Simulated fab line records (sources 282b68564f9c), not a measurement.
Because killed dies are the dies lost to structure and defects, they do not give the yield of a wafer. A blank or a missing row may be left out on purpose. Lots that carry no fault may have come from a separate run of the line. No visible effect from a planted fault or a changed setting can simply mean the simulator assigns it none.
The tool behind it: which one?    flow rit_cmos    11 lots, 33 wafers sampled, at 3 steps of a route of 202

== WHAT THE GAUGES READ, wafer by wafer ==
RIT_FOX2_THK_MEAS_01. Usual: for FOX2_OXIDE_THK the level is 352 nm and the standard deviation is 7.6.
lot   measured     on             FOX2_OXIDE_THK (nm)  flag
L468  day 1 21:05  film_metro-02  350 353 357          
L469  day 2 00:58  film_metro-02  350 359 355          
L470  day 2 05:53  film_metro-03  356 349 348          
L471  day 2 10:52  film_metro-02  340 342 346          
L472  day 2 14:45  film_metro-03  351 352 355          
L480  day 4 10:51  film_metro-01  354 348 352          
L481  day 4 14:43  film_metro-03  351 347 349          
L483  day 5 00:17  film_metro-02  347 347 349          
L484  day 5 05:04  film_metro-03  339 340 341          
L485  day 5 08:52  film_metro-03  363 361 359          
L489  day 6 05:29  film_metro-01  348 355 353          

RIT_NWELL_OVL_MEAS_06. Usual: for NWELL_OVL the level is -0.1 nm and the standard deviation is 1.4.
lot   measured     on          NWELL_OVL (nm)        flag
L468  day 1 22:55  overlay-02  -0.3 1.2 -0.3         
L469  day 2 02:54  overlay-01  -0.1 -1.1 -3.1        
L470  day 2 07:53  overlay-02  -0.4 -0.4 -0.7        
L471  day 2 12:52  overlay-01  -0.1 -0.8 -0.4        
L472  day 2 16:50  overlay-02  4.6 3.6 1.9           
L480  day 4 12:51  overlay-02  -299.8 -299.8 -299.9  OFF
L481  day 4 16:32  overlay-02  -300.6 -301.0 -299.9  OFF
L483  day 5 02:06  overlay-01  0.4 -1.1 -0.1         
L484  day 5 07:04  overlay-02  -0.2 -0.7 1.2         
L485  day 5 10:40  overlay-01  -2.1 -2.0 -1.3        
L489  day 6 07:31  overlay-02  -2.5 -0.2 -0.8        

== WHICH TOOL RAN EACH LOT (tool, then ch and the chambers of the sampled wafers, then the start) ==
lot   RIT_NWELL_EXPOSE_03
L468  iline_stepper-01 ch 0, day 1 22:29
L469  iline_stepper-02 ch 0, day 2 02:29
L470  iline_stepper-01 ch 0, day 2 07:30
L471  iline_stepper-02 ch 0, day 2 12:26
L472  iline_stepper-01 ch 0, day 2 16:25
L480  iline_stepper-01 ch 0, day 4 12:27
L481  iline_stepper-01 ch 0, day 4 16:06
L483  iline_stepper-02 ch 0, day 5 01:40
L484  iline_stepper-02 ch 0, day 5 06:27
L485  iline_stepper-02 ch 0, day 5 10:14
L489  iline_stepper-02 ch 0, day 6 07:05
- RIT_NWELL_EXPOSE_03: exposes mask M2, target cd 43900 nm.

== WHAT THE TOOLS THEMSELVES READ (means of the sampled wafers that have a number; where no wafer has one, the mark that the record gives instead) ==
The record holds no such reading with a usual standard deviation.

== THE ANSWER, worked out from the rows above alone ==
Rule: take the mean of a lot's wafers that have a number; if it is more than 3 standard deviations from the usual mean, the lot is off. A lot without any number at a reading at which 4 lots or more have one is off too. Where the step has rows for the other lots, those lots are counted as sound. The gauges are gone through in route order, then the tools' own readings, and for those a lot's mean is taken as printed above. The first step at which some lot is off is used, and at that step the reading that is off furthest; a lot without a number counts as furthest.
Off: at RIT_NWELL_OVL_MEAS_06 (NWELL_OVL), L480, L481.
If a tool, at a process step before that reading, ran all the lots that are off and no sound lot after the first of them, it fits. Those tools and the gauges at RIT_NWELL_OVL_MEAS_06 are tried in the same way. One fits: RIT_NWELL_EXPOSE_03 on iline_stepper-01. A fault onset in the window from L472 (day 2 16:25, its last sound lot) to L480 (day 4 12:27, its first lot off) fits.

== WHAT THE SIMULATOR HAD INSERTED ==
Scanner matching overlay: iline_stepper-01, from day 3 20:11 on, at RIT_NWELL_EXPOSE_03. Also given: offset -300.
Lots struck among those shown: L480, L481. Same finding as the rule above.
